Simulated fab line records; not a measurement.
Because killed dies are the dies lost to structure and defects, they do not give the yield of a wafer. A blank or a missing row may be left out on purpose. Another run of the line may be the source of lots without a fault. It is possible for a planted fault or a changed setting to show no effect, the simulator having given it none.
Which of the tools did it? / flow berkeley-cmos170 / 7 lots, 21 wafers sampled, at 3 steps of a route of 331

## WHAT EACH GAUGE READ, for each wafer
UCB170_M3_CD_MEAS_15: the cd target is 700 nm.
lot=L924; measured=day 8 22:04; on=cd-sem-01; cd-nm (nm)=698.4 697.6 698.3
lot=L927; measured=day 10 08:24; on=cd-sem-02; cd-nm (nm)=696.7 697.1 698.4
lot=L931; measured=day 10 13:31; on=cd-sem-01; cd-nm (nm)=700.1 701.6 700.3
lot=L932; measured=day 10 23:04; on=cd-sem-02; cd-nm (nm)=700.5 702.0 701.5
lot=L939; measured=day 11 18:13; on=cd-sem-01; cd-nm (nm)=701.8 702.7 702.9
lot=L941; measured=day 12 17:48; on=cd-sem-01; cd-nm (nm)=699.8 701.4 699.6
lot=L944; measured=day 13 11:26; on=cd-sem-02; cd-nm (nm)=698.9 700.9 700.6

## WHICH TOOL RAN EACH LOT (tool, then ch and the chambers of the sampled wafers, then the start)
lot=L924; UCB170_PVT_DEVELOP_05=litho-track-04 ch 0, day 6 08:00; UCB170_M1_METAL_ETCH_12=rie-metal-01 ch 0,1, day 8 06:54
lot=L927; UCB170_PVT_DEVELOP_05=litho-track-03 ch 0, day 7 17:00; UCB170_M1_METAL_ETCH_12=rie-metal-02 ch 0,1, day 9 14:52
lot=L931; UCB170_PVT_DEVELOP_05=litho-track-03 ch 0, day 8 09:00; UCB170_M1_METAL_ETCH_12=rie-metal-02 ch 0,1, day 9 22:07
lot=L932; UCB170_PVT_DEVELOP_05=litho-track-03, day 8 18:00; UCB170_M1_METAL_ETCH_12=rie-metal-03 ch 0,1, day 10 10:29
lot=L939; UCB170_PVT_DEVELOP_05=litho-track-04 ch 0, day 9 16:00; UCB170_M1_METAL_ETCH_12=rie-metal-02 ch 0,1, day 11 05:04
lot=L941; UCB170_PVT_DEVELOP_05=litho-track-01 ch 0, day 10 11:00; UCB170_M1_METAL_ETCH_12=rie-metal-01 ch 1, day 12 04:26
lot=L944; UCB170_PVT_DEVELOP_05=litho-track-03 ch 0, day 11 06:00; UCB170_M1_METAL_ETCH_12=rie-metal-01 ch 0,1, day 12 21:31
- UCB170_PVT_DEVELOP_05: develop time 45 s.
- UCB170_M1_METAL_ETCH_12: etches Al in Cl2/BCl3, stops on PSG, target depth 780 nm, time 130 s.

## THE ANSWER, worked out from the rows above alone
Rule: the usual values come from the lots themselves. The widest of any qualifying gaps counts: lots, ordered by their means at a reading, are off when they make up no more than a third of the lots, leave a main group of 4 or more, and stand apart from it by 3 or more times the standard deviation of that group's means. Not used: any main group whose means are identical at the precision the tables above print for the reading. A lot without any number at a reading at which 4 lots or more have one is off too. All remaining lots with rows at the step are treated as sound.
No lot is off at any reading shown: from this, nothing can be told.

## WHAT WAS PUT IN BY THE SIMULATOR
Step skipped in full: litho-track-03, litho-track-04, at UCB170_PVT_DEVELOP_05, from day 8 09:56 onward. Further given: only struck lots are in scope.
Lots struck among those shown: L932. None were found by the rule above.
